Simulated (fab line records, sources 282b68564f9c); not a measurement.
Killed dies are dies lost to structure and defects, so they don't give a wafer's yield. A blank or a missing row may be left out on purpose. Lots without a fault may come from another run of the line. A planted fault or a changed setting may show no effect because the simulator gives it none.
fab line records | flow rit_cmos | part 2 of 2: steps 38 to 43 of 43
record lots=6 wafers=18 last_day=7
route steps=202 shown SDANNEAL@156 PSD@157 NSD@158 PLDD@159 NLDD@160 SILICIDE@161 CONTACT@168 M1@184
lots that met no fault: from a run of the same line without faults
start_h: hours from the record's first day to the start of the lot's first wafer shown | wait_h: hours since the lot's step before | " the same as in the row above | L1.1+2: a row that stands for several wafers | - no value, or no start given | * or withheld: withheld | < > ~ a bound
route shown NAME@n: a module of which the file shows steps, and the number in the route of the first | usual: mean/standard deviation of fault-free wafers | same: alike in all rows | chamber/n: place in a boat | sites: the reading at each site | _std_site: their standard deviation | _edge_site: outer sites' mean less inner sites' | radius_mm: how far each site lies from the wafer's centre | mask NAME#n: copy n | behind: the tool/chamber that last shaped the wafer | hold: why the lot was held/for how many hours/how that ended | device: the transistor (n, p or np) that didn't switch | end of line: the same wafers' tests at the end of the route | a step without rows: its recipe alone | killed: dies lost to structure and defects at the first sort, not the wafer's yield | map: a wafer's dies, x killed, . not, _ none there
set.NAME: the setting as run; set.NAME@STEP: as run at that earlier step | model.NAME: the simulator's own value behind a step, which no gauge read
lots at some steps of the route; a table a step, a row a wafer
services: from which hour (start_h, from the record's first day; less than 0 if before it) a tool's chamber was out of use, for how many hours, and why
## steps
# step RIT_M1_CD_MEAS_09
# recipe target_cd_nm=2600
# usual cd_nm=2600.5/2.1
# columns lot.wafer tool chamber start_h wait_h cd_nm
L313.1 cd_sem-01 - 82.73 - 2604.2
L313.4 " - " " 2601.0
L313.5 " - " " 2603.0
L316.1 cd_sem-01 - 95.99 - 2603.6
L316.2 " - " " 2600.7
L316.5 " - " " 2600.6
L325.2 cd_sem-01 - 138.37 - 2599.0
L325.3 " - " " 2598.6
L325.6 " - " " 2597.4
L328.2 cd_sem-02 - 154.79 - 2598.5
L328.4 " - " " 2597.3
L328.5 " - " " 2598.6
L329.1 cd_sem-02 - 158.46 - 2601.8
L329.3 " - " " 2601.4
L329.5 " - " " 2601.3
L330.1 cd_sem-02 - 164.66 - 2598.9
L330.2 " - " " 2596.7
L330.6 " - " " 2600.1
# step RIT_M1_OVL_MEAS_10
# usual M1_OVL=0.0/1.3
# columns lot.wafer tool chamber start_h wait_h M1_OVL[nm]
L313.1 overlay-01 - 82.85 0.1 2.5
L313.4 " - " " 1.0
L313.5 " - " " 1.0
L316.1 overlay-01 - 96.11 0.1 1.3
L316.2 " - " " 2.8
L316.5 " - " " 0.5
L325.2 overlay-02 - 138.47 0.1 0.7
L325.3 " - " " 0.5
L325.6 " - " " 1.5
L328.2 overlay-01 - 154.90 0.1 -0.2
L328.4 " - " " 0.3
L328.5 " - " " 0.3
L329.1 overlay-01 - 158.58 0.1 0.1
L329.3 " - " " 0.0
L329.5 " - " " -1.0
L330.1 overlay-01 - 164.78 0.1 -1.5
L330.2 " - " " -0.7
L330.6 " - " " -0.9
# step RIT_M1_HARDBAKE_11
# recipe resist=NOVOLAK temp_c=140 time_s=120
# step RIT_M1_METAL_ETCH_12
# recipe stop_on=SiO2 chemistry=Cl2/BCl3 target=Al time_s=165 over_etch_frac=0.5 pressure_mtorr=100 target_depth_a=6000 rf_w=250 Cl2_flow_sccm=60 bcl3_flow_sccm=50
# usual drypump_motor_current_A=5.8/0.5 oes_product_au=0.777/0.0088 throttle_valve_pct=8.25/0.11
# same over_etch_frac=0.5
# columns lot.wafer tool chamber start_h wait_h drypump_motor_current_A oes_product_au rf_hours_counter_h throttle_valve_pct model.SiO2_of_CONTACT_CVD_00.thk_nm
L313.1 rie_metal-03 0 83.14 0.2 5.9 0.765 2.5 8.35 351
L313.4 " 0 " " 5.9 0.775 - 8.35 355.8
L313.5 " 0 " " 5.9 0.775 - 8.38 356.6
L316.1 rie_metal-03 1 96.40 0.2 6.3 0.779 2.7 8.30 357.7
L316.2 " 0 " " 5.9 0.774 2.7 8.35 355.7
L316.5 " 1 " " 6.2 0.777 - 8.31 365.6
L325.2 rie_metal-03 0 138.81 0.2 5.9 0.785 - 8.34 308.1
L325.3 " 0 " " 5.9 0.783 - 8.35 308.4
L325.6 " 0 " " 5.9 0.775 - 8.35 318.5
L328.2 rie_metal-03 1 155.18 0.2 6.2 0.787 3.2 8.29 314.3
L328.4 " 0 " " 5.9 0.761 - 8.35 312.2
L328.5 " 1 " " 6.3 0.778 - 8.31 315.6
L329.1 rie_metal-02 0 158.87 0.2 6.6 0.765 5.4 8.38 360.3
L329.3 " 0 " " 6.6 0.762 - 8.37 360.9
L329.5 " 1 " " 5.2 0.776 - 8.16 367.6
L330.1 rie_metal-01 1 165.07 0.2 5.6 0.779 1.6 8.28 360.4
L330.2 " 0 " " 5.2 0.767 2.0 8.07 356.7
L330.6 " 1 " " 5.6 0.778 - 8.29 362.2
# step RIT_M1_STRIP_13
# recipe chemistry=nmp resist=NOVOLAK temp_c=80 time_s=600 dry=n2_spin
# step RIT_M1_PROBE_99
# usual killed_at_front_end=7/3 killed_dies=7/3 killed_open=3.6/1.9 killed_short=3.2/1.8
# same gross_dies=264 killed_at_M0_to_M3=0 killed_at_M4_up=0 killed_at_back_side=0 killed_at_contacts=0 killed_at_other=0
# columns lot.wafer tool chamber start_h wait_h killed_at_front_end killed_dies killed_open killed_short model.etest.field_p_metal.vt_v model.etest.nmos_0p15.junction_log10_a_um model.etest.nmos_narrow.off_log10_a_um model.etest.antenna_contact.vt_shift_v
L313.1 prober-02 - 85.41 0.1 4 4 2 2 -28.75 -13.52 -13.14 -0.01098
L313.4 prober-02 - 85.56 0.2 7 7 2 5 -28.54 -13.53 -13.03 -0.00233
L313.5 prober-02 - 85.61 0.2 4 4 2 2 -28.27 -13.6 -13.17 -0.009586
L316.1 prober-01 - 98.67 0.1 14 14 7 7 -28.72 -13.26 -13.19 -0.01644
L316.2 prober-01 - 98.72 0.1 8 8 5 3 -28.6 -13.22 -12.99 -0.01493
L316.5 prober-01 - 98.87 0.2 5 5 1 4 -29.28 -13.53 -12.94 -0.01742
L325.2 prober-02 - 141.22 0.1 5 5 3 2 -26.18 -13.02 -12.84 -0.02427
L325.3 prober-02 - 141.27 0.2 3 3 0 3 -25.89 -13.18 -12.99 -0.01609
L325.6 prober-02 - 141.42 0.2 11 11 3 8 -26.75 -13.35 -12.96 -0.01891
L328.2 prober-01 - 157.60 0.1 9 9 4 5 -27.79 -13.36 -13.26 -0.01727
L328.4 prober-01 - 157.70 0.2 1 1 1 0 -27.13 -13.34 -13.2 -0.01425
L328.5 prober-01 - 157.75 0.2 5 5 2 3 -27.62 -13.22 -13.15 -0.01612
L329.1 prober-02 - 161.23 0.1 8 8 5 3 -28.78 -13.41 -13.09 -0.01483
L329.3 prober-02 - 161.33 0.2 2 2 0 2 -29.63 -13.51 -13.2 -0.007648
L329.5 prober-02 - 161.43 0.2 5 5 2 3 -29.42 -13.51 -13.21 -0.01296
L330.1 prober-01 - 167.32 0.1 8 8 3 5 -29.57 -13.4 -13.15 -0.01798
L330.2 prober-01 - 167.37 0.1 5 5 1 4 -29.29 -13.49 -13.02 -0.01577
L330.6 prober-01 - 167.57 0.2 5 5 2 3 -29.89 -13.56 -13.17 -0.01475
# killed by level:class
L313.1 GATE:geometric_particle:short=1 FOX2:geometric_particle:open=1 GATE:geometric_particle:open=1 REOX:geometric_particle:short=1
L313.4 GATE:geometric_particle:short=3 FOX1:geometric_particle:short=2 FOX1:geometric_particle:open=1 SPACER:geometric_particle:open=1
L313.5 GATE:geometric_particle:open=1 REOX:geometric_particle:short=1 SPACER:geometric_particle:short=1 SILICIDE:geometric_particle:open=1
L316.1 GATE:geometric_particle:open=4 SPACER:geometric_particle:short=3 GATE:geometric_particle:short=2 SPACER:geometric_particle:open=2 REOX:geometric_particle:short=1 SILICIDE:geometric_particle:open=1 SILICIDE:geometric_particle:short=1
L316.2 FOX1:geometric_particle:open=3 SPACER:geometric_particle:short=2 FOX1:geometric_particle:short=1 GATE:geometric_particle:open=1 SPACER:geometric_particle:open=1
L316.5 SILICIDE:geometric_particle:short=3 FOX2:geometric_particle:short=1 SPACER:geometric_particle:open=1
L325.2 GATE:geometric_particle:short=2 SILICIDE:geometric_particle:open=2 GATE:geometric_particle:open=1
L325.3 REOX:geometric_particle:short=2 GATE:geometric_particle:short=1
L325.6 GATE:geometric_particle:short=3 FOX2:geometric_particle:short=2 SILICIDE:geometric_particle:open=2 FOX1:geometric_particle:short=1 SPACER:geometric_particle:open=1 SPACER:geometric_particle:short=1 SILICIDE:geometric_particle:short=1
L328.2 GATE:geometric_particle:short=4 SPACER:geometric_particle:open=2 FOX1:geometric_particle:open=1 FOX2:geometric_particle:short=1 GATE:geometric_particle:open=1
L328.4 SPACER:geometric_particle:open=1
L328.5 FOX1:geometric_particle:short=1 REOX:geometric_particle:short=1 SPACER:geometric_particle:short=1 SPACER:geometric_particle:open=1 SILICIDE:geometric_particle:open=1
L329.1 SILICIDE:geometric_particle:open=3 GATE:geometric_particle:open=2 REOX:geometric_particle:short=2 SILICIDE:geometric_particle:short=1
L329.3 FOX1:geometric_particle:short=1 GATE:geometric_particle:short=1
L329.5 FOX2:geometric_particle:short=1 GATE:geometric_particle:short=1 GATE:geometric_particle:open=1 SPACER:geometric_particle:short=1 SILICIDE:geometric_particle:open=1
L330.1 GATE:geometric_particle:short=3 FOX1:geometric_particle:short=2 FOX1:geometric_particle:open=1 GATE:geometric_particle:open=1 SILICIDE:geometric_particle:open=1
L330.2 FOX2:geometric_particle:short=2 FOX1:geometric_particle:short=1 FOX2:geometric_particle:open=1 GATE:geometric_particle:short=1
L330.6 FOX2:geometric_particle:short=1 GATE:geometric_particle:short=1 GATE:geometric_particle:open=1 REOX:geometric_particle:short=1 REOX:geometric_particle:open=1
## services
# columns tool chamber start_h hours kind
pecvd-03 - 60.55 5.5 pm
rie_metal-01 1 61.42 8.4 repair
pvd_sputter-02 - 74.09 4.8 repair
rie_diel-01 3 78.66 - clean
rie_diel-01 3 78.66 17.7 scheduled_down
rie_diel-01 3 78.66 17.7 vent_cycle
rie_metal-02 0 78.97 1.2 repair
rie_diel-01 1 105.76 1.6 repair
rie_metal-01 - 107.00 0.3 repair
pvd_sputter-03 - 114.24 2.6 repair
rie_diel-01 0 116.49 5.1 repair
pecvd-02 - 118.18 6.5 repair
rie_diel-02 0 119.54 21.0 repair
rie_diel-01 0 121.58 - clean
rie_diel-01 0 121.58 17.5 scheduled_down
rie_diel-01 0 121.58 17.5 vent_cycle
rie_metal-03 1 131.56 17.7 repair
pecvd-04 0 134.14 28.7 repair
pecvd-03 - 137.16 0.8 repair
pecvd-02 0 137.56 3.6 repair
rie_diel-04 3 151.34 13.5 repair
pvd_sputter-03 - 155.27 2.1 repair
## key
first_sign step=RIT_CONTACT_THK_MEAS_01 reading=CONTACT_TEOS_THK direction=down sigmas=9.5 usual=399 struck=349
effect none on later readings
model_effect step=RIT_CONTACT_CVD_00 value=SiO2_of_CONTACT_CVD_00.thk_nm without=401.1 struck=348.6
model_effect step=RIT_CONTACT_ETCH_11 value=etch.depth_nm without=401.1 struck=348.6
model_effect step=RIT_M1_METAL_ETCH_12 value=SiO2_of_CONTACT_CVD_00.thk_nm without=365.3 struck=312.8
model_effect step=RIT_M1_PROBE_99 value=etest.field_p_metal.vt_v without=-29.57 struck=-26.89
met_at RIT_CONTACT_CVD_00
struck_wafers L325.2,L325.3,L325.6,L328.2,L328.4,L328.5
tester_left_out L325,L328
onset_between 92.27 134.48
fault kind=process_parameter_drift tool=pecvd-03 chamber=- onset_h=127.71 steps=RIT_CONTACT_CVD_00 channel=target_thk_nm offset=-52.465 shape=step end_h=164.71 stated=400
# tester_left_out: of these lots the tester's yield and bins aren't shown, on N5 and GAA mostly nor the transistor test; their killed dies are dies lost to structure and defects alone, not to doping, threshold or leakage, so they don't give the yield
